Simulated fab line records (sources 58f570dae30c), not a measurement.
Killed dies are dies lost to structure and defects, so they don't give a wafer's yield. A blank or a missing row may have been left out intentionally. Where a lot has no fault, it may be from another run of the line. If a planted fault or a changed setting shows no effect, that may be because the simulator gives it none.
2 desks, one fault || flow berkeley_cmos170 || only its own numbers are on each desk; what lay behind them is given at the end

== TOOL OWNER'S DESK, furnace-04 ==
The tool's own readings at UCB170_PWELL_OXIDATION_02 (target thk 26.4 nm, ox time 1260 s): means of the sampled wafers that have a number, for each lot that ran on this tool. A lot is out of limits, marked OUT, if its mean lies more than 4 standard deviations from the usual mean; the brackets give that distance.
Columns: A = spike_tc_load_C at UCB170_PWELL_OXIDATION_02, usual 1024.1 C
{"lot": "L350", "first seen here": "day 3 23:22", "A": 1024.4}
{"lot": "L351", "first seen here": "day 3 23:22", "A": 1023.8}
{"lot": "L352", "first seen here": "day 4 08:54", "A": 1024.7}
{"lot": "L353", "first seen here": "day 4 08:54", "A": 1024.8}
{"lot": "L354", "first seen here": "day 4 08:54", "A": 1023.7}
{"lot": "L357", "first seen here": "day 5 11:08", "A": 1024.9}
{"lot": "L358", "first seen here": "day 5 11:08", "A": 1025.0}
{"lot": "L359", "first seen here": "day 5 11:08", "A": 1024.2}
This desk found nothing out of limits on any of the 8 lots.

== FROM THE METROLOGY DESK ==
Lot by lot, what the gauges showed, no matter which tool ran the lot: averages of those sampled wafers that carry a number. A lot is out of limits, marked OUT, if its mean lies more than 4 standard deviations from the usual mean; the brackets give that distance.
Columns: A = INCOMING_BOW at UCB170_START_BOW_MEAS_00, usual -1 um; B = NWELL_TW at UCB170_NWELL_TW_MEAS_16, usual 1252; C = PWELL_OXIDE_THK at UCB170_PWELL_THK_MEAS_03, usual 26.5 nm; D = PWELL_NITRIDE_THK at UCB170_PWELL_THK_MEAS_06, usual 219.4 nm
{"lot": "L346", "first seen here": "day 1 10:01", "A": 0, "B": 1251, "C": 26.3, "D": 222.0}
{"lot": "L347", "first seen here": "day 1 15:02", "A": -4, "B": 1256, "C": 25.9, "D": 215.4}
{"lot": "L348", "first seen here": "day 1 20:00", "A": -8, "B": 1247, "C": 26.0, "D": 218.8}
{"lot": "L349", "first seen here": "day 2 01:14", "A": -4, "B": 1245, "C": 26.5, "D": 217.3}
{"lot": "L350", "first seen here": "day 2 06:02", "A": -1, "B": 1252, "C": 26.3, "D": 220.0}
{"lot": "L351", "first seen here": "day 2 11:01", "A": 1, "B": 1255, "C": 25.6, "D": 215.3}
{"lot": "L352", "first seen here": "day 2 16:00", "A": -6, "B": 1253, "C": 25.9, "D": 218.5}
{"lot": "L353", "first seen here": "day 2 21:00", "A": -5, "B": 1266, "C": 25.8, "D": 220.3}
{"lot": "L354", "first seen here": "day 3 02:01", "A": 5, "B": 1242, "C": 26.3, "D": 220.3}
{"lot": "L357", "first seen here": "day 3 17:02", "A": 0, "B": 1245, "C": "24.2 (-4.2) OUT", "D": 215.5}
{"lot": "L358", "first seen here": "day 3 22:01", "A": -3, "B": 1241, "C": "23.3 (-5.8) OUT", "D": 223.3}
{"lot": "L359", "first seen here": "day 4 03:00", "A": 3, "B": 1259, "C": "23.6 (-5.2) OUT", "D": 222.9}
{"lot": "L361", "first seen here": "day 4 13:00", "A": -2, "B": 1252, "C": 26.6, "D": 219.7}
{"lot": "L368", "first seen here": "day 6 00:00", "A": -2, "B": 1258, "C": 25.9, "D": 222.3}
{"lot": "L369", "first seen here": "day 6 05:02", "A": -5, "B": 1262, "C": 26.4, "D": 217.4}
Per this desk, out of limits: L357, L358, L359; the first was L358, day 5 12:29 (PWELL_OXIDE_THK at UCB170_PWELL_THK_MEAS_03). Within limits: L346, L347, L348, L349, L350, L351, L352, L353, L354, L361, L368, L369.

== PUT TOGETHER ==
Metrology desk: alarm possible at day 5 12:29 on L357, L358, L359.
Nothing out of limits was seen by the tool owner's desk.
Tool owner's desk: L357, L358, L359 on record, inside its limits.
Every lot named ran UCB170_PWELL_OXIDATION_02 on furnace-04.

== WHAT THE SIMULATOR HAD INSERTED ==
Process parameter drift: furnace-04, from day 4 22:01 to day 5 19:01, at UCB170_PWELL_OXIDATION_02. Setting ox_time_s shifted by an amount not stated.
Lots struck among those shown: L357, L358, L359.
Time in hours between the start of the fault and the first out-of-limits reading at each desk: metrology desk, 14.
